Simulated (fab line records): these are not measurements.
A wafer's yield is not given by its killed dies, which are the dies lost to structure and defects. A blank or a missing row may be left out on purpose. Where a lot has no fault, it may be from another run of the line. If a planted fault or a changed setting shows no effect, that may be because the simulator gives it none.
Chamber matching || flow berkeley cmos170 || UCB170_M2_ETCH_17 on rie diel-02: 4 sister chambers
The step etches BARC in N2/H2. 16 wafers are shown with their chamber, then 8 later ones without.

## EACH WAFER AND ITS CHAMBER
{"wafer": "L499.3", "chamber": 3, "drypump motor current A (A)": 6.0, "throttle valve pct (%)": 13.01, "oes product au (a.u.)": 0.973}
{"wafer": "L499.4", "chamber": 0, "drypump motor current A (A)": 6.0, "throttle valve pct (%)": 13.11, "oes product au (a.u.)": 0.967}
{"wafer": "L499.5", "chamber": 3, "drypump motor current A (A)": 5.9, "throttle valve pct (%)": 13.02, "oes product au (a.u.)": 0.974}
{"wafer": "L500.3", "chamber": 2, "drypump motor current A (A)": 5.6, "throttle valve pct (%)": 13.17, "oes product au (a.u.)": 0.960}
{"wafer": "L500.5", "chamber": 3, "drypump motor current A (A)": 6.0, "throttle valve pct (%)": 13.02, "oes product au (a.u.)": 0.977}
{"wafer": "L500.6", "chamber": 0, "drypump motor current A (A)": 6.0, "throttle valve pct (%)": 13.14, "oes product au (a.u.)": 0.976}
{"wafer": "L506.1", "chamber": 3, "drypump motor current A (A)": 6.0, "throttle valve pct (%)": 13.02, "oes product au (a.u.)": 0.968}
{"wafer": "L506.4", "chamber": 0, "drypump motor current A (A)": 6.0, "throttle valve pct (%)": 13.12, "oes product au (a.u.)": 0.979}
{"wafer": "L506.6", "chamber": 0, "drypump motor current A (A)": 6.0, "throttle valve pct (%)": 13.14, "oes product au (a.u.)": 0.974}
{"wafer": "L509.4", "chamber": 1, "drypump motor current A (A)": 6.3, "throttle valve pct (%)": 13.21, "oes product au (a.u.)": 0.941}
{"wafer": "L509.5", "chamber": 3, "drypump motor current A (A)": 5.9, "throttle valve pct (%)": 13.02, "oes product au (a.u.)": 0.974}
{"wafer": "L509.6", "chamber": 0, "drypump motor current A (A)": 6.0, "throttle valve pct (%)": 13.13, "oes product au (a.u.)": 0.974}
{"wafer": "L516.2", "chamber": 3, "drypump motor current A (A)": 6.0, "throttle valve pct (%)": 13.01, "oes product au (a.u.)": 0.980}
{"wafer": "L516.4", "chamber": 2, "drypump motor current A (A)": 5.6, "throttle valve pct (%)": 13.23, "oes product au (a.u.)": 0.990}
{"wafer": "L516.6", "chamber": 3, "drypump motor current A (A)": 6.0, "throttle valve pct (%)": 13.02, "oes product au (a.u.)": 0.967}
{"wafer": "L517.1", "chamber": 2, "drypump motor current A (A)": 5.7, "throttle valve pct (%)": 13.21, "oes product au (a.u.)": 1.004}

SIGNATURES (means of the wafers above)
{"reading": "drypump motor current A", "chamber 0": 6.000, "chamber 1": 6.300, "chamber 2": 5.633, "chamber 3": 5.971, "scatter within a chamber": 0.0418}
{"reading": "throttle valve pct", "chamber 0": 13.1280, "chamber 1": 13.2100, "chamber 2": 13.2033, "chamber 3": 13.0171, "scatter within a chamber": 0.015}
{"reading": "oes product au", "chamber 0": 0.97400, "chamber 1": 0.94100, "chamber 2": 0.98467, "chamber 3": 0.97329, "scatter within a chamber": 0.0101}
Rule: a wafer lies at a distance from a chamber equal to the root of the sum of squares, over the readings, of (its reading less the chamber's mean, divided by the reading's scatter). The wafer belongs to the nearest chamber; if the next one is less than 2 further off, it can't be placed. The scatter is the square root of a quotient: the sum, over the shown wafers, of each reading's squared deviation from its chamber's mean, divided by wafers minus chambers.

## WAFERS WITHOUT THEIR CHAMBER
{"wafer": "L517.2", "drypump motor current A (A)": 6.0, "throttle valve pct (%)": 13.01, "oes product au (a.u.)": 0.988}
{"wafer": "L517.6", "drypump motor current A (A)": 5.9, "throttle valve pct (%)": 13.02, "oes product au (a.u.)": 0.981}
{"wafer": "L519.1", "drypump motor current A (A)": 6.0, "throttle valve pct (%)": 13.12, "oes product au (a.u.)": 0.974}
{"wafer": "L519.3", "drypump motor current A (A)": 5.6, "throttle valve pct (%)": 13.23, "oes product au (a.u.)": 1.002}
{"wafer": "L519.5", "drypump motor current A (A)": 6.0, "throttle valve pct (%)": 13.02, "oes product au (a.u.)": 0.978}
{"wafer": "L521.2", "drypump motor current A (A)": 6.3, "throttle valve pct (%)": 13.24, "oes product au (a.u.)": 0.970}
{"wafer": "L521.4", "drypump motor current A (A)": 6.0, "throttle valve pct (%)": 13.12, "oes product au (a.u.)": 0.968}
{"wafer": "L521.6", "drypump motor current A (A)": 6.0, "throttle valve pct (%)": 13.02, "oes product au (a.u.)": 0.963}

## WHICH CHAMBER EACH ONE RAN IN
{"wafer": "L517.2", "from the rows above": 3, "in truth": 3}
{"wafer": "L517.6", "from the rows above": 3, "in truth": 3}
{"wafer": "L519.1", "from the rows above": 0, "in truth": 0}
{"wafer": "L519.3", "from the rows above": 2, "in truth": 2}
{"wafer": "L519.5", "from the rows above": 3, "in truth": 3}
{"wafer": "L521.2", "from the rows above": 1, "in truth": 1}
{"wafer": "L521.4", "from the rows above": 0, "in truth": 0}
{"wafer": "L521.6", "from the rows above": 3, "in truth": 3}
Correct placement for 8 of the 8. Can't be placed from these rows: 0. Placed wrongly: 0.
